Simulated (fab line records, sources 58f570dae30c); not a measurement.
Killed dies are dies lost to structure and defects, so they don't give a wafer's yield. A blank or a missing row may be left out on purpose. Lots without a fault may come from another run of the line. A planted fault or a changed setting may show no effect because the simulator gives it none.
Which tool did it? | flow berkeley_cmos170 | 7 lots, 21 wafers sampled, at 4 steps of a route of 331

WHAT THE GAUGES READ, wafer by wafer
UCB170_M1_CD_MEAS_90: target cd 700 nm.
lot  | measured     | on        | cd_nm (nm)
L489 | day 7 11:15  | cd_sem-02 | 701.5 697.3 702.7
L492 | day 8 03:46  | cd_sem-01 | 698.7 697.1 699.4
L497 | day 8 15:23  | cd_sem-01 | 697.7 696.6 696.5
L500 | day 9 06:52  | cd_sem-02 | 701.0 699.9 702.0
L505 | day 10 08:53 | cd_sem-02 | 699.5 704.4 698.6
L509 | day 11 11:56 | cd_sem-01 | 703.3 701.2 701.6
L512 | day 11 23:17 | cd_sem-02 | 694.6 697.3 695.4

WHICH TOOL RAN EACH LOT (tool, then ch and the chambers of the sampled wafers, then the start)
lot  | UCB170_NSD_STRIP_09                  | UCB170_CONTACT_STRIP_06              | UCB170_M1_METAL_ETCH_12
L489 | plasma_asher-04 ch 0,1, day 7 00:08  | plasma_asher-04 ch 0,1, day 7 07:02  | rie_metal-02 ch 0,1, day 7 11:01
L492 | plasma_asher-03 ch 0,1, day 7 14:18  | plasma_asher-04 ch 0,1, day 7 21:30  | rie_metal-02 ch 0,1, day 8 03:32
L497 | plasma_asher-03 ch 0,1, day 8 05:11  | plasma_asher-03 ch 0,1, day 8 11:40  | rie_metal-03 ch 0,1, day 8 15:09
L500 | plasma_asher-04 ch 1, day 8 18:41    | plasma_asher-04 ch 0,1, day 9 02:03  | rie_metal-02 ch 0, day 9 06:37
L505 | plasma_asher-04 ch 1, day 9 23:25    | plasma_asher-01 ch 0,1, day 10 04:56 | rie_metal-03 ch 0,1, day 10 08:39
L509 | plasma_asher-04 ch 0,1, day 11 02:44 | plasma_asher-03 ch 0,1, day 11 07:16 | rie_metal-02 ch 0,1, day 11 11:38
L512 | plasma_asher-03 ch 0,1, day 11 11:34 | plasma_asher-01 ch 0,1, day 11 19:03 | rie_metal-01 ch 0,1, day 11 23:02
- UCB170_NSD_STRIP_09: strips in O2.
- UCB170_CONTACT_STRIP_06: strips in O2.
- UCB170_M1_METAL_ETCH_12: etches Al in Cl2/BCl3, stops on PSG, target depth 780 nm, time 130 s.

THE ANSWER, worked out from the rows above alone
Rule: what is usual is taken from the lots themselves. Put in order of their means at a reading, lots are off if they are a third of the lots or fewer, leave a main group of 4 or more, and stand apart from it by a gap of 3 or more times the standard deviation of the main group's means; of several such gaps the widest counts. A main group whose means are all the same, to the digits that the tables above print for the reading, isn't used. A lot without any number at a reading at which 4 lots or more have one is off too. The other lots that the step has rows for count as sound.
No lot is off at any reading shown: from this, nothing can be told.

WHAT THE SIMULATOR HAD PUT IN
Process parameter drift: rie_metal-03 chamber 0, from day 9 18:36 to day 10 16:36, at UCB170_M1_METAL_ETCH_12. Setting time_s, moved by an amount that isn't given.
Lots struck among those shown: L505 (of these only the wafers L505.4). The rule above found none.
